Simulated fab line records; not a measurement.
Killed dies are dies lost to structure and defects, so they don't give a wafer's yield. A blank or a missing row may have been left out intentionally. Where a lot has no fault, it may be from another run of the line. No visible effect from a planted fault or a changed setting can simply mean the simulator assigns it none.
Which of the tools did it?    flow berkeley_cmos170    Sampling: 14 lots, 42 wafers, 5 of 331 route steps

## WHAT THE GAUGES SHOWED, per wafer
UCB170_M2_RS_MEAS_02: measures by four-point-probe.
lot   measured      on             M2_AL_RS (ohm/sq)
L949  day 8 11:14   film_metro-02  0.0320 0.0321 0.0321
L948  day 8 13:49   film_metro-02  0.0327 0.0325 0.0321
L947  day 8 13:23   film_metro-01  0.0320 0.0324 0.0324
L950  day 9 02:26   film_metro-02  0.0320 0.0322 0.0324
L952  day 9 04:40   film_metro-04  0.0323 0.0321 0.0322
L951  day 9 05:44   film_metro-02  0.0322 0.0321 0.0318
L953  day 9 11:35   film_metro-02  0.0320 0.0322 0.0321
L960  day 10 23:28  film_metro-04  0.0352 0.0356 0.0351
L961  day 11 12:46  film_metro-01  0.0322 0.0326 0.0325
L962  day 12 02:46  film_metro-01  0.0360 0.0357 0.0352
L965  day 12 09:11  film_metro-04  0.0321 0.0319 0.0323
L964  day 12 11:35  film_metro-01  0.0322 0.0325 0.0326
L967  day 13 02:24  film_metro-01  0.0323 0.0322 0.0324
L969  day 13 05:13  film_metro-01  0.0322 0.0323 0.0320

UCB170_M2_THK_MEAS_03: measures by xrf.
lot   measured      on             M2_AL_THK (nm)
L949  day 8 11:21   film_metro-02  891 884 887
L948  day 8 13:55   film_metro-02  870 879 891
L947  day 8 13:30   film_metro-01  883 875 874
L950  day 9 02:34   film_metro-02  886 886 877
L952  day 9 04:46   film_metro-04  880 883 885
L951  day 9 05:50   film_metro-02  881 877 893
L953  day 9 11:42   film_metro-02  885 887 887
L960  day 10 23:33  film_metro-04  794 793 813
L961  day 11 12:53  film_metro-01  880 879 873
L962  day 12 02:53  film_metro-01  796 800 811
L965  day 12 09:18  film_metro-04  884 890 876
L964  day 12 11:42  film_metro-01  887 879 876
L967  day 13 02:31  film_metro-01  884 880 878
L969  day 13 05:20  film_metro-01  882 875 886

UCB170_M2_CD_MEAS_15 targets a cd of 700 nm.
lot   measured      on         cd_nm (nm)
L949  day 8 13:24   cd_sem-01  702.5 702.1 701.8
L948  day 8 16:04   cd_sem-01  704.6 705.2 704.4
L947  day 8 15:38   cd_sem-01  702.6 701.2 701.8
L950  day 9 04:19   cd_sem-01  700.1 702.3 700.8
L952  day 9 06:39   cd_sem-02  699.4 699.9 700.5
L951  day 9 07:58   cd_sem-02  698.7 697.6 698.6
L953  day 9 13:57   cd_sem-01  700.6 699.4 699.2
L960  day 11 01:29  cd_sem-02  698.3 699.3 700.6
L961  day 11 14:40  cd_sem-01  697.9 699.0 697.9
L962  day 12 07:20  cd_sem-01  701.7 700.1 701.2
L965  day 12 12:36  cd_sem-01  699.6 698.3 697.6
L964  day 12 14:34  cd_sem-02  699.4 699.6 699.6
L967  day 13 04:16  cd_sem-01  701.4 701.7 702.4
L969  day 13 09:11  cd_sem-01  698.5 698.9 698.6

## EACH LOT AND THE TOOL THAT RAN IT (in order: tool; ch and the chambers of the sampled wafers; start)
lot   UCB170_CONTACT_STRIP_19               UCB170_M2_SPUTTER_01
L949  plasma_asher-01 ch 0,1, day 8 04:01   pvd_sputter-04, day 8 11:09
L948  plasma_asher-03 ch 0,1, day 8 04:17   pvd_sputter-02, day 8 13:43
L947  plasma_asher-01 ch 0,1, day 8 05:18   pvd_sputter-01, day 8 13:18
L950  plasma_asher-03 ch 0,1, day 8 20:17   pvd_sputter-01, day 9 02:22
L952  plasma_asher-03 ch 0,1, day 8 21:13   pvd_sputter-04, day 9 04:32
L951  plasma_asher-02 ch 0,1, day 8 21:20   pvd_sputter-02, day 9 05:37
L953  plasma_asher-02 ch 0,1, day 9 03:35   pvd_sputter-04, day 9 11:29
L960  plasma_asher-02 ch 0,1, day 10 17:32  pvd_sputter-01, day 10 23:19
L961  plasma_asher-01 ch 0,1, day 11 05:04  pvd_sputter-04, day 11 12:40
L962  plasma_asher-01 ch 0,1, day 11 19:56  pvd_sputter-01, day 12 02:41
L965  plasma_asher-02 ch 0,1, day 12 02:11  pvd_sputter-02, day 12 09:05
L964  plasma_asher-03 ch 0,1, day 12 02:40  pvd_sputter-04, day 12 11:29
L967  plasma_asher-01 ch 0,1, day 12 20:16  pvd_sputter-02, day 13 02:19
L969  plasma_asher-02 ch 0,1, day 12 21:59  pvd_sputter-04, day 13 05:08
- UCB170_CONTACT_STRIP_19: strips in O2.
- UCB170_M2_SPUTTER_01: material Al, target thk 900 nm, time 120 s.

## AS READ BY THE TOOLS THEMSELVES (means over the sampled wafers that have a number; for cases with no such wafer, the mark the record gives instead)
UCB170_CONTACT_STRIP_19.
lot   tool             drypump_motor_current_A (A)  oes_product_au (a.u.)
L949  plasma_asher-01  5.4                          0.726
L948  plasma_asher-03  5.3                          0.728
L947  plasma_asher-01  5.4                          0.723
L950  plasma_asher-03  5.3                          0.724
L952  plasma_asher-03  5.3                          0.727
L951  plasma_asher-02  6.3                          0.727
L953  plasma_asher-02  6.2                          0.728
L960  plasma_asher-02  6.5                          0.730
L961  plasma_asher-01  5.2                          0.728
L962  plasma_asher-01  5.2                          0.726
L965  plasma_asher-02  6.5                          0.729
L964  plasma_asher-03  5.5                          0.725
L967  plasma_asher-01  5.2                          0.723
L969  plasma_asher-02  6.2                          0.724

UCB170_M2_SPUTTER_01.
lot   tool            chamber_pressure_pa (Pa)  throttle_valve_pct (%)
L949  pvd_sputter-04  0.4995                    29.3
L948  pvd_sputter-02  0.5000                    31.3
L947  pvd_sputter-01  0.4993                    29.4
L950  pvd_sputter-01  0.4997                    29.8
L952  pvd_sputter-04  0.5006                    30.3
L951  pvd_sputter-02  0.4997                    31.7
L953  pvd_sputter-04  0.4999                    30.2
L960  pvd_sputter-01  0.6712                    26.0
L961  pvd_sputter-04  0.5000                    30.0
L962  pvd_sputter-01  0.6712                    25.6
L965  pvd_sputter-02  0.5007                    30.6
L964  pvd_sputter-04  0.5009                    30.3
L967  pvd_sputter-02  0.4991                    30.7
L969  pvd_sputter-04  0.4999                    29.6

## THE ANSWER, worked out from the rows above alone
Rule: the lots themselves supply what counts as usual. The widest of any qualifying gaps counts: lots, ordered by their means at a reading, are off when they make up no more than a third of the lots, leave a main group of 4 or more, and stand apart from it by 3 or more times the standard deviation of that group's means. A main group is skipped when, at the precision printed for the reading in the tables above, its means are all equal. Also off: a lot with no number at a reading for which 4 or more lots have one. Any other lot the step has rows for is counted as sound. The gauges are gone through in route order, then the tools' own readings, and for those a lot's mean is taken as printed above. The first step at which some lot is off is used, and at that step the reading that is off furthest; a lot without a number counts as furthest.
Off: L960, L962, seen at UCB170_M2_RS_MEAS_02 (M2_AL_RS). The main group has a mean of 0.0322 ohm/sq with a standard deviation of 0.00014.
If a tool, at a process step before that reading, ran all the lots that are off and no sound lot after the first of them, it fits. Not tried: the gauges at UCB170_M2_RS_MEAS_02; whatever is off there is also off at UCB170_M2_SPUTTER_01, on other tools, and gauge error can't account for it. One candidate fits, namely pvd_sputter-01 at UCB170_M2_SPUTTER_01. Its last sound lot is L950 (day 9 02:22), its first lot that is off L960 (day 10 23:19): a fault that began between those two fits.
The tool's own readings at UCB170_M2_SPUTTER_01 bear it out: on the lots that are off they differ by more than 5 times the standard deviation of the sound lots' means. chamber_pressure_pa reads 0.6712 Pa there against 0.4999 Pa on the sound lots; throttle_valve_pct reads 25.8 % there against 30.3 % on the sound lots.

## WHAT WAS PUT IN BY THE SIMULATOR
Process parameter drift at UCB170_M2_SPUTTER_01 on pvd_sputter-01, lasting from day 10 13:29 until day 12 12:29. From 0.5, the setting chamber_pressure_pa moved by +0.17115. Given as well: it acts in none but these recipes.
Shown lots that were struck: L960, L962. The rule given above showed the same thing.
